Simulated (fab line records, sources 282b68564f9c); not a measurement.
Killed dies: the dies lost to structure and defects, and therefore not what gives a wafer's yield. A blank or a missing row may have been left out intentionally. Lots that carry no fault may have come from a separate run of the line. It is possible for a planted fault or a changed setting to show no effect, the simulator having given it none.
Shared-tool check ; flow rit cmos ; 39 wafers sampled across 13 lots

THE REASON FOR OPENING IT
Of 13 lots, 2 have the reading NWELL_RS flagged at RIT_WELLDRIVE_RS_MEAS_01. No-fault wafers: 275.4 ohm/sq, standard deviation 0.82.
Rule: flag the lot when none of its wafers has a number, or when each of its wafers that has one lies beyond 4 standard deviations from that mean. All remaining lots are regarded as sound.

lot;measured;on;NWELL_RS (ohm/sq), wafer by wafer;flag
L711;day 2 06:22;film metro-01;273.7 275.9 274.5;
L712;day 2 11:20;film metro-02;273.3 273.7 274.5;
L713;day 2 14:02;film metro-02;275.2 274.8 276.1;
L717;day 3 14:08;film metro-01;321.1 321.3 321.4;FLAGGED
L719;day 3 21:38;film metro-02;321.3 320.4 321.8;FLAGGED
L724;day 4 23:24;film metro-01;274.7 275.1 275.8;
L725;day 5 04:29;film metro-04;274.8 275.7 275.4;
L726;day 5 08:13;film metro-02;275.2 275.7 276.3;
L728;day 5 18:01;film metro-01;274.5 275.1 275.1;
L731;day 6 10:34;film metro-02;276.4 276.1 275.3;
L732;day 6 13:40;film metro-04;275.4 275.9 274.5;
L733;day 6 19:21;film metro-02;275.2 275.1 275.2;
L734;day 7 03:35;film metro-01;275.5 275.2 275.3;
On average the flagged lots' numbers are 321.2 ohm/sq, which is +45.8 ohm/sq against the usual, or +56 standard deviations.

WHICH TOOL EACH LOT WENT THROUGH
The record keeps 1 process step preceding the reading, out of 202 steps on the route. Each cell gives the tool, then ch followed by the chambers the sampled wafers passed through, then the start.
lot;flag;RIT_WELLDRIVE_ANNEAL_00
L711;;furnace-01 ch 0, day 2 01:17
L712;;furnace-03 ch 0, day 2 06:16
L713;;furnace-01 ch 0, day 2 08:55
L717;FLAGGED;furnace-01 ch 0, day 3 09:03
L719;FLAGGED;furnace-01 ch 0, day 3 16:32
L724;;furnace-03 ch 0, day 4 18:16
L725;;furnace-03 ch 0, day 4 23:22
L726;;furnace-04 ch 0, day 5 03:08
L728;;furnace-04 ch 0, day 5 12:55
L731;;furnace-04 ch 0, day 6 05:29
L732;;furnace-03 ch 0, day 6 08:34
L733;;furnace-04 ch 0, day 6 14:15
L734;;furnace-03 ch 0, day 6 22:28
These steps, and what they do:
- RIT_WELLDRIVE_ANNEAL_00: time 14700 s.
- RIT_WELLDRIVE_RS_MEAS_01: measures by four-point-probe.

FLAGGED AGAINST TOTAL, ONE TOOL AT A TIME (gauges that did the reading follow at the end)
step;tool;lots run;flagged;share of the flagged lots;sound lots run after its first flagged lot
RIT_WELLDRIVE_ANNEAL_00;furnace-01;4;2;all;0
RIT_WELLDRIVE_ANNEAL_00;furnace-03;5;0;none;-
RIT_WELLDRIVE_ANNEAL_00;furnace-04;4;0;none;-
RIT_WELLDRIVE_RS_MEAS_01;film metro-01;5;1;some;3 (L724,L728,L734)
RIT_WELLDRIVE_RS_MEAS_01;film metro-02;6;1;some;3 (L726,L731,L733)
RIT_WELLDRIVE_RS_MEAS_01;film metro-04;2;0;none;-

THE TABLE: WHAT IT ALLOWS
1 row of the table ran every flagged lot: furnace-01 at RIT_WELLDRIVE_ANNEAL_00.
- furnace-01 at RIT_WELLDRIVE_ANNEAL_00: 2 of its 4 lots flagged. Its last sound lot is L713 (day 2 08:55), its first flagged lot L717 (day 3 09:03): a fault that began between those two fits. Its own readings (run length s) fall more than 4 standard deviations out on all wafers of the flagged lots.
What remains is a single tool, furnace-01 at RIT_WELLDRIVE_ANNEAL_00.

WHAT WAS PUT IN BY THE SIMULATOR
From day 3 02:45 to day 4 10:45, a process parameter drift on furnace-01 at RIT_WELLDRIVE_ANNEAL_00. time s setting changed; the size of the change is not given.
Struck lots among those shown: L717, L719. The rule above found the same.
